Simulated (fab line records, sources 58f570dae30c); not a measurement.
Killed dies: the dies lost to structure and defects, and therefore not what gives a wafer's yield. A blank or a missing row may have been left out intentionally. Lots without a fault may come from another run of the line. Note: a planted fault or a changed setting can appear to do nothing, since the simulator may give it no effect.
2 desks, one fault :: flow berkeley_cmos170 :: every desk sees just its own numbers, and what lay behind them comes last

TOOL OWNER'S DESK, lpcvd-01
The tool's own readings at UCB170_CONTACT_CVD_01 (deposits PSG from SiH4/O2/PH3, target thk 700 nm, time 2820 s): means of the sampled wafers that have a number, for each lot that ran on this tool. Any lot whose mean is over 4 standard deviations away from the usual mean is out of limits and marked OUT; that distance is given in the brackets.
Columns: A = ph3_flow_sccm at UCB170_CONTACT_CVD_01, usual 25.00 sccm; B = pressure_mtorr at UCB170_CONTACT_CVD_01, usual 300.1 mTorr
lot: L735
first seen here: day 8 13:33
A: 25.02
B: 300.1

lot: L736
first seen here: day 8 13:33
A: 25.01
B: 300.3

lot: L738
first seen here: day 9 06:49
A: 25.04
B: 300.9

lot: L739
first seen here: day 9 11:56
A: 24.97
B: 299.2

lot: L744
first seen here: day 9 23:34
A: 24.98
B: 298.9

lot: L743
first seen here: day 10 01:21
A: 24.98
B: 300.1

lot: L745
first seen here: day 10 15:27
A: 19.99 (-67) OUT
B: 299.8

lot: L747
first seen here: day 10 18:07
A: 20.05 (-66) OUT
B: 300.3

lot: L748
first seen here: day 11 00:17
A: 20.07 (-66) OUT
B: 300.0
This desk's verdict: out of limits on L745, L747, L748, starting with L745 at day 10 15:27 (ph3_flow_sccm at UCB170_CONTACT_CVD_01). In limits: L735, L736, L738, L739, L744, L743.

THE METROLOGY DESK
What the gauges read, lot by lot, whatever tool the lot ran on: means of the sampled wafers that have a number. Any lot whose mean is over 4 standard deviations away from the usual mean is out of limits and marked OUT; that distance is given in the brackets.
Columns: A = GATE_POLY_THK at UCB170_GATE_THK_MEAS_05, usual 213.2 nm; B = cd_nm at UCB170_NLDD_CD_MEAS_06, usual 1199.8 nm; C = CONTACT_PSG_THK at UCB170_CONTACT_THK_MEAS_02, usual 700 nm
lot: L733
first seen here: day 7 05:18
A: 214.0
B: 1199.6
C: 699

lot: L736
first seen here: day 7 17:12
A: 212.9
B: 1199.4
C: 709

lot: L735
first seen here: day 7 17:13
A: 212.0
B: 1199.5
C: 701

lot: L737
first seen here: day 7 17:17
A: 213.1
B: 1199.0
C: 705

lot: L738
first seen here: day 8 08:52
A: 214.9
B: 1198.9
C: 688

lot: L741
first seen here: day 8 15:44
A: 211.1
B: 1198.3
C: 699

lot: L739
first seen here: day 8 15:49
A: 214.4
B: 1200.0
C: 702

lot: L740
first seen here: day 8 15:49
A: 208.8
B: 1200.0
C: 696

lot: L744
first seen here: day 9 02:49
A: 215.7
B: 1199.4
C: 697

lot: L743
first seen here: day 9 02:52
A: 212.0
B: 1198.7
C: 712

lot: L745
first seen here: day 9 22:21
A: 214.2
B: 1199.3
C: 686

lot: L746
first seen here: day 9 22:22
A: 208.9
B: 1199.2
C: 693

lot: L747
first seen here: day 9 22:22
A: 213.0
B: 1200.0
C: 683

lot: L748
first seen here: day 10 04:46
A: 212.3
B: 1199.0
C: 684

lot: L754
first seen here: day 11 09:58
A: 216.4
B: 1202.3
C: 700
This desk found nothing out of limits on any of the 15 lots.

BROUGHT TOGETHER
The tool owner's desk had the chance to raise an alarm at day 10 15:27 on L745, L747, L748.
Nothing out of limits was seen by the metrology desk.
The metrology desk holds a record of L745, L747, L748, inside its limits.
All the named lots went through UCB170_CONTACT_CVD_01 on lpcvd-01.

WHAT HAD BEEN PUT IN BY THE SIMULATOR
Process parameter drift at UCB170_CONTACT_CVD_01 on lpcvd-01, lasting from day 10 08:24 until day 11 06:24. The setting ph3_flow_sccm was moved by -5, starting from 25.
Lots struck among those shown: L745, L747, L748.
Delay in hours, fault start to first out-of-limits reading, by desk: the tool owner's desk at 7.
